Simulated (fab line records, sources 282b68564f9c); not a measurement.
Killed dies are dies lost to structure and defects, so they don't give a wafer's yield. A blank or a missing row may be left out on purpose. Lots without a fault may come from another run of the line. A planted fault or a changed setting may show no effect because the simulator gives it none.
Problem report in the 8D (eight disciplines) form, filled by code | flow rit_cmos | the parts of the form that need people (team, actions taken, sign-off) are left out

1. THE PROBLEM
M1_AL_RS at RIT_M1_RS_MEAS_01 reads a mean of 0.0650 ohm/sq on 1 wafer of 1 lot; wafers without a fault read 0.0735 ohm/sq with a standard deviation of 0.00095. That is -8.9 standard deviations from the usual mean.
The step: measures by four-point-probe.
First seen on wafer L693.2, day 5 10:46, on film_metro-04. The record holds 39 wafers of 13 lots with a number at this step. Rule for "out", or "out of limits": more than 4 standard deviations from the usual mean. The other wafers with a number count as sound.

2. WHAT IT IS AND WHAT IT IS NOT
question                    | is               | is not
which readings at this step | M1_AL_RS         | -
which lots                  | L693             | L684, L685, L687, L688, L690, L694, L699, L701, L703, L705, L706, L707
which wafers of those lots  | L693.2           | L693.1, L693.5
read on which gauges        | film_metro-04    | film_metro-02, film_metro-03
when                        | from day 5 10:46 | up to then (17 sound wafers); but 21 sound wafers of L694, L699, L701, L703, L705, L706, L707 came after

3. SUSPECTS, AND WHAT RULES EACH OUT
Counting: a tool at a process step up to the reading stays a suspect if it ran every lot that is out. Sound lots after the first of them don't rule it out here, since some wafers of a struck lot are sound.
- the gauge at RIT_M1_RS_MEAS_01: ruled out. All the wafers that are out were read on film_metro-04, but those of them that RIT_M1_SPUTTER_00 has rows for are out there too, on other tools.
- pvd_sputter-02 at RIT_M1_SPUTTER_00 (material Al, target thk 400 nm, time 500 s): kept. It ran the lot that is out, L693 (day 5 10:28); its last sound lot up to then is L687 (day 4 04:44). Its own readings are out on those wafers: cathode_dc_power_W.
Left after counting: pvd_sputter-02 at RIT_M1_SPUTTER_00.

4. THE CAUSE (what the simulator had put in)
Process parameter drift: pvd_sputter-02, from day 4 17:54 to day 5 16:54, at RIT_M1_SPUTTER_00. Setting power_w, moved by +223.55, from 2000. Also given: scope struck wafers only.
Counting left only this tool.

5. THE CHAIN OF EFFECTS, in route order
Each row: a reading whose mean over the struck wafers that have a number lies more than 3 standard deviations from the usual. Only readings for which the record gives a usual standard deviation are gone through. hours: the time from each lot's start at the first step in this table that gives one to its start at this step, as a median over the lots. sigmas: the change in usual standard deviations.
hours | step                 | reading            | usual         | on struck wafers | change  | sigmas
0     | RIT_M1_SPUTTER_00    | cathode_dc_power_W | 2000.0 W      | 2223.4           | +223.4  | +99 or more
0     | RIT_M1_RS_MEAS_01    | M1_AL_RS           | 0.0735 ohm/sq | 0.0650           | -0.0085 | -8.9
0     | RIT_M1_THK_MEAS_02   | M1_AL_THK          | 396 nm        | 446              | +50     | +9.3
2     | RIT_M1_METAL_ETCH_12 | oes_product_au     | 0.773 a.u.    | 0.826            | +0.053  | +3.8
The process steps in it:
- RIT_M1_SPUTTER_00: material Al, target thk 400 nm, time 500 s.
- RIT_M1_METAL_ETCH_12: etches Al in Cl2/BCl3, stops on SiO2, time 165 s, target depth 600 nm.

6. WHAT WOULD HAVE CAUGHT IT SOONER
In this record the first reading out of limits at a measuring or inspecting step was taken at day 5 10:46, 17 hours after the fault began at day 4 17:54.
The tool's own readings at RIT_M1_SPUTTER_00 were out on every struck wafer that the step has a row for (cathode_dc_power_W): an alarm limit on them would have fired on the first of those.
All the lots that are out (1) had begun RIT_M1_SPUTTER_00 on pvd_sputter-02 by day 5 10:46. A hold on the tool at that time would have spared none of them.
